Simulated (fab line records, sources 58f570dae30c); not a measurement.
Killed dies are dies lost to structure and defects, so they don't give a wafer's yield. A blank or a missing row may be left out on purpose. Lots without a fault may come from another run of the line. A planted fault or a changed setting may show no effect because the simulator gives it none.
Split-lot experiment | flow berkeley_cmos170 | 5 lots, 23 wafers read, on a route of 331 steps

THE SPLIT
At UCB170_NVT_IMPLANT_07, the setting energy_kev was moved away from the recipe's 50 on 7 of the 23 wafers read, by -3.5% to +3.8%. The other wafers ran this setting at the recipe's value.

The reading is taken at the split's own step.

THE READING
implant.drp_nm (the simulator's own value, which no gauge read), in nm, at UCB170_NVT_IMPLANT_07. The file gives no usual value for it.

wafer  | tool, chamber at the split | energy_kev as run | against the recipe | implant.drp_nm, nm | against lot-mates on the recipe
L079.1 | implanter-04, 0            | 50                | recipe             | 18.57              | -
L079.2 | implanter-04, 0            | 50                | recipe             | 18.57              | -
L079.4 | implanter-04, 0            | 50                | recipe             | 18.57              | -
L079.5 | implanter-04, 0            | 50                | recipe             | 18.57              | -
L079.6 | implanter-04, 0            | 50                | recipe             | 18.57              | -
L080.1 | implanter-04, 0            | 50                | recipe             | 18.57              | -
L080.3 | implanter-04, 0            | 50                | recipe             | 18.57              | -
L080.5 | implanter-04, 0            | 50                | recipe             | 18.57              | -
L080.2 | implanter-04, 0            | 50.83             | +1.7%              | 18.79              | +0.22
L080.6 | implanter-04, 0            | 50.83             | +1.7%              | 18.79              | +0.22
L081.2 | implanter-04, 0            | 50                | recipe             | 18.57              | -
L081.5 | implanter-04, 0            | 50                | recipe             | 18.57              | -
L081.3 | implanter-04, 0            | 51.9              | +3.8%              | 19.08              | +0.51
L081.4 | implanter-04, 0            | 51.9              | +3.8%              | 19.08              | +0.51
L081.6 | implanter-04, 0            | 51.9              | +3.8%              | 19.08              | +0.51
L083.3 | implanter-04, 0            | 50                | recipe             | 18.57              | -
L083.5 | implanter-04, 0            | 50                | recipe             | 18.57              | -
L083.6 | implanter-04, 0            | 50                | recipe             | 18.57              | -
L085.2 | implanter-04, 0            | 48.23             | -3.5%              | 18.1               | -0.47
L085.5 | implanter-04, 0            | 48.23             | -3.5%              | 18.1               | -0.47
L085.3 | implanter-04, 0            | 50                | recipe             | 18.57              | -
L085.4 | implanter-04, 0            | 50                | recipe             | 18.57              | -
L085.6 | implanter-04, 0            | 50                | recipe             | 18.57              | -

THE FIT
A straight line over all 23 wafers: implant.drp_nm changes by +0.134 nm for each +1% of energy_kev; r = +1.00; the points scatter about the line by 0.0013 nm.
The same after taking each lot's own level away (the mean of its wafers on the recipe; 23 wafers): +0.134 nm for each +1%; r = +1.00; scatter 0.0013 nm.
On that fit, the largest move of energy_kev shifts the reading by 0.51 nm.
The lots' own levels span 18.570 to 18.570 nm.
So the lot-to-lot level changes the slope little: the two slopes agree.
Check: with one of the wafers moved furthest among these (+3.8%) left out of the fit, the line predicts +0.507 nm for it against its lot-mates. It came out at +0.51 nm against them.

OTHER SPLITS ON THESE WAFERS
These wafers also went through other splits before the reading. Each is held against what the fit with the lots' levels taken away leaves over:
other split on the same wafers       | wafers away from the commonest value | r with implant.drp_nm (lot level and that fit taken away)
UCB170_ZERO_DEVELOP_05 dev_temp_c    | 9                                    | -0.05
UCB170_NWELL_OXIDATION_01 ox_time_s  | 18                                   | -0.28
UCB170_NWELL_ETCH_13 time_s          | 7                                    | +0.20
UCB170_WELLDRIVE_OXIDATION_01 temp_c | 15                                   | +0.50
UCB170_ACTIVE_PEB_11 peb_temp_c      | 5                                    | +0.04
UCB170_ACTIVE_STRIP_16 power_w       | 10                                   | -0.18
UCB170_PFIELD_IMPLANT_07 energy_kev  | 7                                    | -0.51
UCB170_SACOX_OXIDATION_01 temp_c     | 15                                   | -0.13

THE WHOLE CHAIN: every reading that the file lists as answering this split, in the file's order
step                  | what it does | reading                                                         | change (the file's fit)               | r (the file's)
UCB170_NVT_IMPLANT_07 |              | implant.rp_nm (the simulator's own value, which no gauge read)  | +0.368 nm for each +1% of the setting | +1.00
UCB170_NVT_IMPLANT_07 |              | implant.drp_nm (the simulator's own value, which no gauge read) | +0.134 nm for each +1% of the setting | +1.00

THE FILE'S OWN FIT
implant.drp_nm changes by +0.134 nm for each +1% of energy_kev, r = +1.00.
